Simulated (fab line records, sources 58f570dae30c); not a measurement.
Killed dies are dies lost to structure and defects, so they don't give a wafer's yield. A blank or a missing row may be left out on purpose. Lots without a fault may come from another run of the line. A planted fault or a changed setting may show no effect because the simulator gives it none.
Problem report in the 8D (eight disciplines) form, filled by code | flow berkeley_cmos170 | the parts of the form that need people (team, actions taken, sign-off) are left out

1. THE PROBLEM
PWELL_OXIDE_THK at UCB170_PWELL_THK_MEAS_03 reads a mean of 28.6 nm on 9 wafers of 3 lots; wafers without a fault read 26.3 nm with a standard deviation of 0.44. That is +5.3 standard deviations from the usual mean.
First seen on wafer L300.1, day 4 15:01, on film_metro-04. The record holds 42 wafers of 14 lots with a number at this step. Rule for "out", or "out of limits": more than 4 standard deviations from the usual mean. The other wafers with a number count as sound.

2. WHAT IT IS AND WHAT IT IS NOT
question                    | is                     | is not
which readings at this step | PWELL_OXIDE_THK        | -
which lots                  | L300, L302, L304       | L291, L292, L293, L294, L295, L308, L310, L311, L312, L313, L314
which wafers of those lots  | all that have a number | -
read on which gauges        | film_metro-04          | film_metro-01, film_metro-03
when                        | from day 4 15:01       | up to then (15 sound wafers); but 18 sound wafers of L308, L310, L311, L312, L313, L314 came after

3. SUSPECTS, AND WHAT RULES EACH OUT
Counting: a tool at a process step up to the reading stays a suspect if it ran every lot that is out and no sound lot after the first of them.
- the gauge at UCB170_PWELL_THK_MEAS_03: kept. All the wafers that are out were read on film_metro-04, and no step on other tools shows them out.
Left after counting: film_metro-04 at UCB170_PWELL_THK_MEAS_03.

4. THE CAUSE (what the simulator had put in)
Metrology matching offset: film_metro-04, from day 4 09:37 on, at UCB170_PWELL_THK_MEAS_03. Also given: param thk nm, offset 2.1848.
Counting left only this tool.

5. THE CHAIN OF EFFECTS, in route order
Each row: a reading whose mean over the struck wafers that have a number lies more than 3 standard deviations from the usual. Only readings for which the record gives a usual standard deviation are gone through. hours: the time from each lot's start at the first step in this table that gives one to its start at this step, as a median over the lots. sigmas: the change in usual standard deviations.
hours | step                     | reading         | usual   | on struck wafers | change | sigmas
0     | UCB170_PWELL_THK_MEAS_03 | PWELL_OXIDE_THK | 26.3 nm | 28.6             | +2.3   | +5.3
Later measuring or inspecting steps at which every struck wafer that the step has a row for has a number for every such reading, and none has moved that far: UCB170_CONTACT_CD_MEAS_15.

6. WHAT WOULD HAVE CAUGHT IT SOONER
In this record the first reading out of limits at a measuring or inspecting step was taken at day 4 15:01, 5 hours after the fault began at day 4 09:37.
